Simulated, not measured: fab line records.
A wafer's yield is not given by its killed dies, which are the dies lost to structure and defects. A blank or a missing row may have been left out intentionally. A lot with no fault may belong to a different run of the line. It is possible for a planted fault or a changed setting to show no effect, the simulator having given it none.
Lot-split experiment -- flow berkeley-cmos170 -- 5 lots, 23 wafers read, on a route of 331 steps

== ABOUT THE SPLIT ==
At UCB170_V1_EXPOSE_09 (exposes mask VIA1, target cd 700 nm), the setting dose-mj was moved away from the recipe's 37 on 7 of the 23 wafers read, by -3.3% to +5.1%. The other wafers ran this setting at the recipe's value.

== FROM THE SPLIT TO THE READING: what the file shows between them, 5 steps ==
- UCB170_V1_PEB_10
- UCB170_V1_DEVELOP_11: develop time 45 s
- UCB170_V1_CD_MEAS_12: target cd 700 nm
- UCB170_V1_ETCH_14: etches SiO2 in CHF3/CF4/Ar, stops on Al, target depth 1250 nm, time 291 s
- UCB170_V1_STRIP_15: strips in O2

== THE READING ==
Shown in nm: cd-nm at UCB170_V1_CD_MEAS_90, with target cd 700 nm. On this fab line, fault-free wafers typically give 700.0 nm with a standard deviation of 1.6 nm.

wafer,"tool, chamber at the split",dose-mj as run,against the recipe,"cd-nm, nm",against lot-mates on the recipe
L076.1,"krf-scanner-02, 0",37,recipe,699.8,-
L076.2,"krf-scanner-02, 0",38.88,+5.1%,708.5,+8.7
L076.3,"krf-scanner-02, 0",37,recipe,698.7,-
L076.4,"krf-scanner-02, 0",38.88,+5.1%,708.9,+9.1
L076.5,"krf-scanner-02, 0",37,recipe,700.8,-
L077.2,"krf-scanner-02, 0",37,recipe,700.0,-
L077.3,"krf-scanner-02, 0",37,recipe,701.9,-
L077.4,"krf-scanner-02, 0",38.87,+5.1%,710.8,+10.0
L077.5,"krf-scanner-02, 0",38.87,+5.1%,709.3,+8.5
L077.6,"krf-scanner-02, 0",37,recipe,700.6,-
L078.2,"krf-scanner-02, 0",37,recipe,702.6,-
L078.3,"krf-scanner-02, 0",37,recipe,703.2,-
L078.4,"krf-scanner-02, 0",37,recipe,701.3,-
L078.5,"krf-scanner-02, 0",37,recipe,702.4,-
L078.6,"krf-scanner-02, 0",37,recipe,700.0,-
L081.2,"krf-scanner-02, 0",37,recipe,698.4,-
L081.3,"krf-scanner-02, 0",37,recipe,699.1,-
L081.6,"krf-scanner-02, 0",37,recipe,699.1,-
L080.1,"krf-scanner-01, 0",35.79,-3.3%,694.4,-5.4
L080.2,"krf-scanner-01, 0",35.79,-3.3%,693.0,-6.8
L080.3,"krf-scanner-01, 0",37,recipe,699.0,-
L080.4,"krf-scanner-01, 0",37,recipe,700.6,-
L080.6,"krf-scanner-01, 0",35.79,-3.3%,693.7,-6.1

THE FIT
A straight line over all 23 wafers: cd-nm changes by +1.84 nm for each +1% of dose-mj; r = +0.96; the points scatter about the line by 1.4 nm.
The same after taking each lot's own level away (the mean of its wafers on the recipe; 23 wafers): +1.81 nm for each +1%; r = +0.98; scatter 0.83 nm.
Per that fit: largest dose-mj move, reading shift of 9.2 nm.
From 698.87 to 701.90 nm: that is the span of the lots' own levels, equal to 1.9 times the standard deviation above.
The two slopes agree, so the slope changes little with the lot-to-lot level.
Check: with one of the wafers moved furthest among these (+5.1%) left out of the fit, the line predicts +9.28 nm for it against its lot-mates. Against them it came out at +8.73 nm.

== FURTHER SPLITS ON THESE WAFERS ==
These wafers also went through other splits before the reading. Each is held against what the fit with the lots' levels taken away leaves over:
other split on the same wafers,wafers away from the commonest value,r with cd-nm (lot level and that fit taken away)
UCB170_NSD_EXPOSE_03 dose-mj,5,+0.44
UCB170_M1_COAT_04 resist-thk-nm,8,-0.13

== THE WHOLE CHAIN: every reading that the file lists as answering this split, in the file's order ==
step,what it does,reading,change (the file's fit),r (the file's)
UCB170_V1_CD_MEAS_12,target cd 700 nm,cd-nm,+1.71 nm for each +1% of the setting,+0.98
UCB170_V1_ETCH_14,"etches SiO2 in CHF3/CF4/Ar, stops on Al, target depth 1250 nm, time 291 s","V1.cd-nm (the simulator's own value, which no gauge read)",+1.81 nm for each +1% of the setting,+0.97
UCB170_V1_CD_MEAS_90,target cd 700 nm,cd-nm,+1.8 nm for each +1% of the setting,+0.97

== THE FILE'S OWN FIT ==
cd-nm changes by +1.8 nm for each +1% of dose-mj, r = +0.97.
